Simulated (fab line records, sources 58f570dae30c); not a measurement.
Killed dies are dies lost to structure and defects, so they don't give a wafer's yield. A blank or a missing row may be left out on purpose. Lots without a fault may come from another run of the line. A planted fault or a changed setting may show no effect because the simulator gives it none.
Chamber matching | flow berkeley_cmos170 | UCB170_GATE_ETCH_14 on rie_diel-03: 4 sister chambers
The step etches BARC in N2/H2. 14 wafers are shown with their chamber, then 7 later ones without.

WAFERS WITH THEIR CHAMBER
wafer  | chamber | throttle_valve_pct (%) | drypump_motor_current_A (A) | oes_product_au (a.u.)
L478.2 | 2       | 13.46                  | 5.0                         | 1.025
L478.4 | 0       | 13.37                  | 5.8                         | 1.012
L478.5 | 3       | 13.02                  | 6.4                         | 0.985
L479.1 | 0       | 13.37                  | 5.8                         | 1.004
L479.4 | 2       | 13.46                  | 5.0                         | 1.033
L479.6 | 1       | 13.19                  | 5.7                         | 1.002
L483.3 | 0       | 13.37                  | 5.8                         | 1.010
L483.4 | 1       | 13.17                  | 5.8                         | 1.017
L483.6 | 0       | 13.36                  | 5.8                         | 1.010
L482.2 | 1       | 13.17                  | 5.7                         | 1.010
L482.4 | 0       | 13.35                  | 5.8                         | 1.012
L482.6 | 1       | 13.18                  | 5.7                         | 1.010
L484.2 | 0       | 13.36                  | 5.8                         | 1.019
L484.4 | 3       | 13.02                  | 6.5                         | 0.989

SIGNATURES (means of the wafers above)
reading                 | chamber 0 | chamber 1 | chamber 2 | chamber 3 | scatter within a chamber
throttle_valve_pct      | 13.3633   | 13.1775   | 13.4600   | 13.0200   | 0.0078
drypump_motor_current_A | 5.800     | 5.725     | 5.000     | 6.450     | 0.0354
oes_product_au          | 1.01117   | 1.00975   | 1.02900   | 0.98700   | 0.00519
Rule: a wafer's distance from a chamber is the root of the sum, over the readings, of the square of ((its reading less the chamber's mean) divided by the reading's scatter). The wafer belongs to the nearest chamber; if the next one is less than 2 further off, it can't be placed. The scatter: the root of (the sum of the squares of (reading less its chamber's mean) over the shown wafers, divided by (wafers less chambers)).

WAFERS WITHOUT THEIR CHAMBER
wafer  | throttle_valve_pct (%) | drypump_motor_current_A (A) | oes_product_au (a.u.)
L484.6 | 13.47                  | 5.0                         | 1.043
L495.1 | 13.19                  | 5.7                         | 1.008
L495.4 | 13.35                  | 5.7                         | 1.019
L495.5 | 13.01                  | 6.5                         | 0.983
L498.2 | 13.37                  | 5.8                         | 1.014
L498.3 | 13.17                  | 5.7                         | 1.026
L498.4 | 13.47                  | 5.0                         | 1.025

WHICH CHAMBER EACH WENT THROUGH
wafer  | from the rows above | in truth
L484.6 | 2                   | 2
L495.1 | 1                   | 1
L495.4 | 0                   | 0
L495.5 | 3                   | 3
L498.2 | 0                   | 0
L498.3 | 1                   | 1
L498.4 | 2                   | 2
Placed correctly: 7 of 7. Can't be placed from these rows: 0. Placed wrongly: 0.
